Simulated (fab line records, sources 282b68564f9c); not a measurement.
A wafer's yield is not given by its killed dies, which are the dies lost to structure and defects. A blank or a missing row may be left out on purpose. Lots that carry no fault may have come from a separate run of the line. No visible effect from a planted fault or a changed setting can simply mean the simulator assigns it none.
Lot-split experiment || flow rit-cmos || 5 lots, 23 wafers read, on a route of 202 steps

== ABOUT THE SPLIT ==
At RIT_NWELL_IMPLANT_08, the setting dose-cm2 was moved away from the recipe's 5e+13 on 10 of the 23 wafers read, by -6.6% to +5.5%. This setting was run at the recipe's value on the other wafers.

== FROM THE SPLIT TO THE READING: what the file shows between them, 10 steps ==
- RIT_NWELL_STRIP_09: strips in O2, time 180 s
- RIT_NWELL_TW_MEAS_10
- RIT_PWELL_COAT_01: resist thk 1300 nm (also split here: spin-rpm)
- RIT_PWELL_SOFTBAKE_02: time 57.01 s
- RIT_PWELL_EXPOSE_03: exposes mask M3, target cd 43700 nm
- RIT_PWELL_DEVELOP_05: develop time 68 s
- RIT_PWELL_HARDBAKE_07: time 120 s
- RIT_PWELL_IMPLANT_08
- RIT_PWELL_STRIP_09: strips in O2, time 180 s
- RIT_WELLDRIVE_ANNEAL_00: time 14700 s

== THE READING ==
Measured at RIT_WELLDRIVE_RS_MEAS_01 by four-point probe: NWELL_RS, in ohm/sq. On this fab line, fault-free wafers typically give 275.4 ohm/sq with a standard deviation of 0.77 ohm/sq.

{"wafer": "L075.1", "tool, chamber at the split": "implanter-01, 0", "dose-cm2 as run": 5.172e+13, "against the recipe": "+3.4%", "NWELL_RS, ohm/sq": 270.6, "against lot-mates on the recipe": -5.5}
{"wafer": "L075.2", "tool, chamber at the split": "implanter-01, 0", "dose-cm2 as run": 5e+13, "against the recipe": "recipe", "NWELL_RS, ohm/sq": 276.8, "against lot-mates on the recipe": "-"}
{"wafer": "L075.4", "tool, chamber at the split": "implanter-01, 0", "dose-cm2 as run": 5e+13, "against the recipe": "recipe", "NWELL_RS, ohm/sq": 275.2, "against lot-mates on the recipe": "-"}
{"wafer": "L075.5", "tool, chamber at the split": "implanter-01, 0", "dose-cm2 as run": 5e+13, "against the recipe": "recipe", "NWELL_RS, ohm/sq": 276.2, "against lot-mates on the recipe": "-"}
{"wafer": "L075.6", "tool, chamber at the split": "implanter-01, 0", "dose-cm2 as run": 5.172e+13, "against the recipe": "+3.4%", "NWELL_RS, ohm/sq": 270.3, "against lot-mates on the recipe": -5.8}
{"wafer": "L076.2", "tool, chamber at the split": "implanter-02, 0", "dose-cm2 as run": 4.67e+13, "against the recipe": "-6.6%", "NWELL_RS, ohm/sq": 287.4, "against lot-mates on the recipe": "+11.6"}
{"wafer": "L076.3", "tool, chamber at the split": "implanter-02, 0", "dose-cm2 as run": 4.67e+13, "against the recipe": "-6.6%", "NWELL_RS, ohm/sq": 288.1, "against lot-mates on the recipe": "+12.4"}
{"wafer": "L076.4", "tool, chamber at the split": "implanter-02, 0", "dose-cm2 as run": 5e+13, "against the recipe": "recipe", "NWELL_RS, ohm/sq": 275.8, "against lot-mates on the recipe": "-"}
{"wafer": "L076.5", "tool, chamber at the split": "implanter-02, 0", "dose-cm2 as run": 4.67e+13, "against the recipe": "-6.6%", "NWELL_RS, ohm/sq": 288.3, "against lot-mates on the recipe": "+12.6"}
{"wafer": "L076.6", "tool, chamber at the split": "implanter-02, 0", "dose-cm2 as run": 5e+13, "against the recipe": "recipe", "NWELL_RS, ohm/sq": 275.7, "against lot-mates on the recipe": "-"}
{"wafer": "L080.1", "tool, chamber at the split": "implanter-01, 0", "dose-cm2 as run": 5.274e+13, "against the recipe": "+5.5%", "NWELL_RS, ohm/sq": 266.0, "against lot-mates on the recipe": -8.6}
{"wafer": "L080.2", "tool, chamber at the split": "implanter-01, 0", "dose-cm2 as run": 5e+13, "against the recipe": "recipe", "NWELL_RS, ohm/sq": 274.4, "against lot-mates on the recipe": "-"}
{"wafer": "L080.3", "tool, chamber at the split": "implanter-01, 0", "dose-cm2 as run": 5e+13, "against the recipe": "recipe", "NWELL_RS, ohm/sq": 274.9, "against lot-mates on the recipe": "-"}
{"wafer": "L080.4", "tool, chamber at the split": "implanter-01, 0", "dose-cm2 as run": 5.274e+13, "against the recipe": "+5.5%", "NWELL_RS, ohm/sq": 266.6, "against lot-mates on the recipe": -8.0}
{"wafer": "L080.5", "tool, chamber at the split": "implanter-01, 0", "dose-cm2 as run": 5e+13, "against the recipe": "recipe", "NWELL_RS, ohm/sq": 274.5, "against lot-mates on the recipe": "-"}
{"wafer": "L082.1", "tool, chamber at the split": "implanter-02, 0", "dose-cm2 as run": 5e+13, "against the recipe": "recipe", "NWELL_RS, ohm/sq": 275.8, "against lot-mates on the recipe": "-"}
{"wafer": "L082.3", "tool, chamber at the split": "implanter-02, 0", "dose-cm2 as run": 5e+13, "against the recipe": "recipe", "NWELL_RS, ohm/sq": 275.8, "against lot-mates on the recipe": "-"}
{"wafer": "L082.6", "tool, chamber at the split": "implanter-02, 0", "dose-cm2 as run": 5e+13, "against the recipe": "recipe", "NWELL_RS, ohm/sq": 275.7, "against lot-mates on the recipe": "-"}
{"wafer": "L084.1", "tool, chamber at the split": "implanter-01, 0", "dose-cm2 as run": 4.831e+13, "against the recipe": "-3.4%", "NWELL_RS, ohm/sq": 280.9, "against lot-mates on the recipe": "+5.1"}
{"wafer": "L084.2", "tool, chamber at the split": "implanter-01, 0", "dose-cm2 as run": 4.831e+13, "against the recipe": "-3.4%", "NWELL_RS, ohm/sq": 280.4, "against lot-mates on the recipe": "+4.6"}
{"wafer": "L084.3", "tool, chamber at the split": "implanter-01, 0", "dose-cm2 as run": 4.831e+13, "against the recipe": "-3.4%", "NWELL_RS, ohm/sq": 281.8, "against lot-mates on the recipe": "+6.0"}
{"wafer": "L084.5", "tool, chamber at the split": "implanter-01, 0", "dose-cm2 as run": 5e+13, "against the recipe": "recipe", "NWELL_RS, ohm/sq": 276.0, "against lot-mates on the recipe": "-"}
{"wafer": "L084.6", "tool, chamber at the split": "implanter-01, 0", "dose-cm2 as run": 5e+13, "against the recipe": "recipe", "NWELL_RS, ohm/sq": 275.6, "against lot-mates on the recipe": "-"}

FIT RESULTS
A straight line over all 23 wafers: NWELL_RS changes by -1.75 ohm/sq for each +1% of dose-cm2; r = -0.99; the points scatter about the line by 0.72 ohm/sq.
The same after taking each lot's own level away (the mean of its wafers on the recipe; 23 wafers): -1.7 ohm/sq for each +1%; r = -0.99; scatter 0.63 ohm/sq.
According to that fit, moving dose-cm2 by its largest amount changes the reading by 11 ohm/sq.
The span of the lots' own levels, 274.60 to 276.07 ohm/sq, comes to 1.9 times the standard deviation stated above.
So the lot-to-lot level changes the slope little: the two slopes agree.
Check: +11.3 ohm/sq against its lot-mates is what the line predicts for one of the wafers moved furthest among these (-6.6%) when that wafer is left out of the fit. Against them it came out at +11.6 ohm/sq.

== ADDITIONAL SPLITS CARRIED BY THESE WAFERS ==
Other splits were also applied to these wafers ahead of the reading. Each is held against what the fit with the lots' levels taken away leaves over:
{"other split on the same wafers": "RIT_ACTIVE_COAT_06 resist-thk-nm", "wafers away from the commonest value": 9, "r with NWELL_RS (lot level and that fit taken away)": -0.23}
{"other split on the same wafers": "RIT_FOX2_OXIDATION_00 temp-c", "wafers away from the commonest value": 15, "r with NWELL_RS (lot level and that fit taken away)": -0.35}
{"other split on the same wafers": "RIT_PWELL_COAT_01 spin-rpm", "wafers away from the commonest value": 10, "r with NWELL_RS (lot level and that fit taken away)": "+0.22"}

== THE WHOLE CHAIN: every reading that the file lists as answering this split, in the file's order ==
{"step": "RIT_NWELL_TW_MEAS_10", "what it does": "", "reading": "NWELL_TW", "change (the file's fit)": "+6.59 for each +1% of the setting", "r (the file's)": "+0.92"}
{"step": "RIT_WELLDRIVE_RS_MEAS_01", "what it does": "measures by four-point-probe", "reading": "NWELL_RS", "change (the file's fit)": "-1.68 for each +1% of the setting", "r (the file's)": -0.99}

== THE FILE'S OWN FIT ==
NWELL_RS changes by -1.68 ohm/sq for each +1% of dose-cm2, r = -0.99.
